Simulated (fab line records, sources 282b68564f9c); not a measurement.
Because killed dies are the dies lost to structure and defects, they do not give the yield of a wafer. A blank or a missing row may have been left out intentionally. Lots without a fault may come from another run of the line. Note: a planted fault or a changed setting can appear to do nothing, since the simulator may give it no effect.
Matching of chambers :: flow rit cmos :: RIT_GATE_ETCH_19 on rie si-01: 4 sister chambers
The step etches poly-Si in SF6/CHF3/O2, stops on SiO2, time 165 s, target depth 312.5 nm. 14 wafers are shown with their chamber, then 7 later ones without.

WAFERS PAIRED WITH THEIR CHAMBERS
wafer: L119.3
chamber: 1
throttle valve pct (%): 10.21
oes product au (a.u.): 0.845
O2_flow_sccm (sccm): 4.996

wafer: L119.4
chamber: 1
throttle valve pct (%): 10.22
oes product au (a.u.): 0.854
O2_flow_sccm (sccm): 4.999

wafer: L119.5
chamber: 0
throttle valve pct (%): 10.36
oes product au (a.u.): 0.843
O2_flow_sccm (sccm): 5.013

wafer: L121.3
chamber: 3
throttle valve pct (%): 10.18
oes product au (a.u.): 0.842
O2_flow_sccm (sccm): 5.018

wafer: L121.5
chamber: 3
throttle valve pct (%): 10.18
oes product au (a.u.): 0.832
O2_flow_sccm (sccm): 4.991

wafer: L121.6
chamber: 1
throttle valve pct (%): 10.23
oes product au (a.u.): 0.848
O2_flow_sccm (sccm): 5.007

wafer: L125.2
chamber: 2
throttle valve pct (%): 10.12
oes product au (a.u.): 0.848
O2_flow_sccm (sccm): 4.983

wafer: L125.3
chamber: 1
throttle valve pct (%): 10.22
oes product au (a.u.): 0.844
O2_flow_sccm (sccm): 4.992

wafer: L125.6
chamber: 1
throttle valve pct (%): 10.22
oes product au (a.u.): 0.853
O2_flow_sccm (sccm): 4.993

wafer: L127.1
chamber: 2
throttle valve pct (%): 10.12
oes product au (a.u.): 0.859
O2_flow_sccm (sccm): 5.008

wafer: L127.4
chamber: 0
throttle valve pct (%): 10.35
oes product au (a.u.): 0.852
O2_flow_sccm (sccm): 4.994

wafer: L127.5
chamber: 0
throttle valve pct (%): 10.36
oes product au (a.u.): 0.851
O2_flow_sccm (sccm): 4.996

wafer: L133.1
chamber: 2
throttle valve pct (%): 10.12
oes product au (a.u.): 0.840
O2_flow_sccm (sccm): 5.019

wafer: L133.3
chamber: 3
throttle valve pct (%): 10.20
oes product au (a.u.): 0.846
O2_flow_sccm (sccm): 5.027

SIGNATURES (averages over the wafers above)
reading: throttle valve pct
chamber 0: 10.3567
chamber 1: 10.2200
chamber 2: 10.1200
chamber 3: 10.1867
scatter within a chamber: 0.0073

reading: oes product au
chamber 0: 0.84867
chamber 1: 0.84880
chamber 2: 0.84900
chamber 3: 0.84000
scatter within a chamber: 0.00646

reading: O2_flow_sccm
chamber 0: 5.00100
chamber 1: 4.99740
chamber 2: 5.00333
chamber 3: 5.01200
scatter within a chamber: 0.0132
Rule: for a wafer and a chamber, the distance is found by dividing, reading by reading, the gap between the wafer's reading and the chamber's mean by the reading's scatter, squaring, summing and taking the root. The wafer belongs to the nearest chamber; if the next one is less than 2 further off, it can't be placed. The scatter: take each reading less its chamber's mean, square it, sum over the shown wafers, divide by the number of wafers less the number of chambers, and take the root.

WAFERS WITHOUT THEIR CHAMBER
wafer: L133.5
throttle valve pct (%): 10.20
oes product au (a.u.): 0.847
O2_flow_sccm (sccm): 4.998

wafer: L137.2
throttle valve pct (%): 10.14
oes product au (a.u.): 0.853
O2_flow_sccm (sccm): 4.995

wafer: L137.3
throttle valve pct (%): 10.18
oes product au (a.u.): 0.843
O2_flow_sccm (sccm): 5.018

wafer: L137.4
throttle valve pct (%): 10.35
oes product au (a.u.): 0.848
O2_flow_sccm (sccm): 5.007

wafer: L139.1
throttle valve pct (%): 10.20
oes product au (a.u.): 0.848
O2_flow_sccm (sccm): 4.989

wafer: L139.2
throttle valve pct (%): 10.13
oes product au (a.u.): 0.843
O2_flow_sccm (sccm): 4.992

wafer: L139.6
throttle valve pct (%): 10.21
oes product au (a.u.): 0.849
O2_flow_sccm (sccm): 5.001

WHICH CHAMBER EACH WENT THROUGH
wafer: L133.5
from the rows above: can't be placed: 3 or 1
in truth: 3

wafer: L137.2
from the rows above: 2
in truth: 2

wafer: L137.3
from the rows above: 3
in truth: 3

wafer: L137.4
from the rows above: 0
in truth: 0

wafer: L139.1
from the rows above: can't be placed: 3 or 1
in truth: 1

wafer: L139.2
from the rows above: 2
in truth: 2

wafer: L139.6
from the rows above: 1
in truth: 1
Correct placement for 5 of the 7. These rows do not allow placing 2 (true chamber among the candidates in 2). Wrongly placed: 0.
